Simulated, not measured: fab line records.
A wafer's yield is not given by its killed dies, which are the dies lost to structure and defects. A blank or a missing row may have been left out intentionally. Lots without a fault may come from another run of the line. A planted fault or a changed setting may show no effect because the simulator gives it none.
Problem report, 8D (eight disciplines) form, completed by code / flow rit_cmos / the parts of the form that need people (team, actions taken, sign-off) are left out

## 1. WHAT IS WRONG
At RIT_NLDD_SOFTBAKE_02, heater_power_total_W averages 35.08 W over 6 wafers from 2 lots, while fault-free wafers read 34.56 W, standard deviation 0.045. That puts it +12 standard deviations away from the usual mean.
The step: time 60 s.
Earliest sighting: wafer L615.1 on litho_track-03 at day 4 04:12. The record has a number at this step for 42 wafers belonging to 14 lots. Rule for "out" (also "out of limits"): further than 4 standard deviations from the usual mean. Any other wafer with a number is counted as sound.

## 2. WHAT IT IS AND WHAT IT IS NOT
question=which readings at this step | is=heater_power_total_W, run_length_s | is not=-
question=which lots | is=L615, L619 | is not=L609, L610, L611, L612, L614, L624, L626, L627, L628, L629, L630, L631
question=which wafers of those lots | is=all that have a number | is not=-
question=read on which tools | is=litho_track-03 | is not=litho_track-01, litho_track-04
question=when | is=from day 4 04:12 | is not=up to then (15 sound wafers); but 21 sound wafers of L624, L626, L627, L628, L629, L630, L631 came after

## 3. SUSPECTS, AND WHAT RULES EACH OUT
Counting: a tool at any process step up to the reading remains a suspect when it ran all the lots that are out and ran no sound lot after the first of those.
- litho_track-03 at RIT_NLDD_SOFTBAKE_02 (time 60 s): kept. All lots that are out passed through it, beginning with L615 at day 4 04:12, and no sound lot followed; its final sound lot before that point was L614 at day 3 22:46. Out on those wafers are its own readings of heater_power_total_W, run_length_s.
The count leaves litho_track-03 at RIT_NLDD_SOFTBAKE_02.

## 4. THE CAUSE (what the simulator had put in)
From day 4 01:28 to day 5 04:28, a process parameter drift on litho_track-03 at RIT_NLDD_SOFTBAKE_02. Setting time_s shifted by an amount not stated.
Only this tool survived the counting.

## 5. THE EFFECT CHAIN, in route order
Each row: a reading whose mean over the struck wafers that have a number lies more than 3 standard deviations from the usual. Only readings whose record carries a usual standard deviation are examined. hours: median over the lots of the time between each lot's start at the first step of this table that gives one and its start at this step. sigmas: the change, counted in usual standard deviations.
hours=0; step=RIT_NLDD_SOFTBAKE_02; reading=heater_power_total_W; usual=34.56 W; on struck wafers=35.08; change=+0.52; sigmas=+12
hours=0; step=RIT_NLDD_SOFTBAKE_02; reading=run_length_s; usual=89.12 s; on struck wafers=86.49; change=-2.63; sigmas=-12
Here are the process steps it includes:
- RIT_NLDD_SOFTBAKE_02: time 60 s.
Readings that are blank on the struck wafers while sound wafers have them: plate_temp_C at RIT_NLDD_SOFTBAKE_02.
At these later measuring or inspecting steps, every struck wafer for which the step has a row has a number for every such reading, and none has moved that far: RIT_PLDD_TW_MEAS_10.

## 6. WHAT WOULD HAVE CAUGHT IT SOONER
3 hours passed between the start of the fault at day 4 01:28 and the first reading out of limits in this record, taken at day 4 04:12.
